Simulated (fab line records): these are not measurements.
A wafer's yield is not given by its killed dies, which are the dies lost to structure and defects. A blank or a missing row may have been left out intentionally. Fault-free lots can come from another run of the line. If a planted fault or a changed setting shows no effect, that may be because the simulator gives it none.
Struck lot and sound lot, side by side	flow berkeleyCmos170	15 steps out of a route of 331
Sound: wafers L429.1, L429.2, L429.6. Wafers struck: L441.1, L441.4, L441.5. At the end, the cause is stated.
At each step with rows: each side's tool, then ch and its chambers, then its first start. Under that, the readings that differ: sound wafers	struck wafers	difference of the means	sigmas: that difference in standard deviations of wafers without a fault.
alike: readings with means less than 2 such deviations apart, plus words and numbers identical on both sides. not compared: withheld readings, readings lacking a value on some wafer, bounds such as >300 that could conceal the same value, and numbers that have no deviation in the record and whose values overlap.
Wherever a step has rows on one side only, a row that says differs or no value, or a row with sigmas, the two part there. Numbers that have no deviation but don't overlap get no sigmas and don't part them. Lack of a reading on every wafer of one side parts them only where that side has two or more wafers.

first, 3 steps without rows for these wafers: UCB170_ACTIVE_EXPOSE_10 (exposes mask ACTIVE, target cd 1200 nm); UCB170_ACTIVE_PEB_11; UCB170_ACTIVE_DEVELOP_12 (develop time 45 s).
UCB170_ACTIVE_CD_MEAS_13: target cd 1200 nm.
  sound on cdSem-02, day 4 15:49; struck on cdSem-02, day 7 06:25
  alike: cdNm
UCB170_ACTIVE_OVL_MEAS_14:
  sound on overlay-01, day 4 15:56; struck on overlay-01, day 7 06:32
  alike: ACTIVE_OVL
UCB170_ACTIVE_ETCH_15: etches Si3N4 in CH3F/Ar/O2, stops on SiO2, target depth 242 nm, time 151 s.
  sound on rieDiel-02 ch 1,3, day 4 15:58; struck on rieDiel-04 ch 1,3, day 7 06:34
  alike: chamberPressureMTorr, drypumpMotorCurrentA, mfcArSccm, oesProductAu, throttleValvePct
  not compared: rfHoursCounterH
UCB170_ACTIVE_STRIP_16: strips in O2.
  sound on plasmaAsher-03 ch 0,1, day 4 16:04; struck on plasmaAsher-04 ch 0,1, day 7 06:40
  alike: chamberPressureMTorr, drypumpMotorCurrentA, oesProductAu, stripTimeToEndpointS
  not compared: rfHoursCounterH
UCB170_ACTIVE_CD_MEAS_90: target cd 1200 nm.
  sound on cdSem-01, day 4 16:10; struck on cdSem-01, day 7 06:46
  alike: cdNm
then, 4 steps without rows for these wafers: UCB170_ACTIVE_CLEAN_17 (cleans in SPM, time 600 s); UCB170_PFIELD_HMDS_00 (prime time 60 s); UCB170_PFIELD_COAT_01 (resist thk 900 nm); UCB170_PFIELD_SOFTBAKE_02 (time 60 s).
UCB170_PFIELD_EXPOSE_03: exposes mask PFIELD, target cd 1500 nm.
  sound on krfScanner-01 ch 0, day 4 20:25; struck on krfScanner-01 ch 0, day 7 09:33
reading	sound	struck	difference	sigmas
exposureDoseMJCm2	30.03 30.01 30.02	35.21 35.16 35.20	+5.17	+99 or more
  alike: mask
following that, these wafers have no rows for 1 step: UCB170_PFIELD_PEB_04.
-- the record jumps here: 4 days lie between the struck wafers' starts before and after (it left off in module PFIELD and takes up again in module M3, whose first step shown is number 331 of the route) --
UCB170_M3_PROBE_99:
  the record has rows for the struck wafers here (prober-01, day 11 10:03) and none for the sound ones

## WHERE THEY PART
First at UCB170_PFIELD_EXPOSE_03; last, within this record, at UCB170_M3_PROBE_99.

WHY: what the simulator had put in
Process parameter drift: krfScanner-01, from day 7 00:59 on, at UCB170_PFIELD_EXPOSE_03. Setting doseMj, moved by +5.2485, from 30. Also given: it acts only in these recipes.
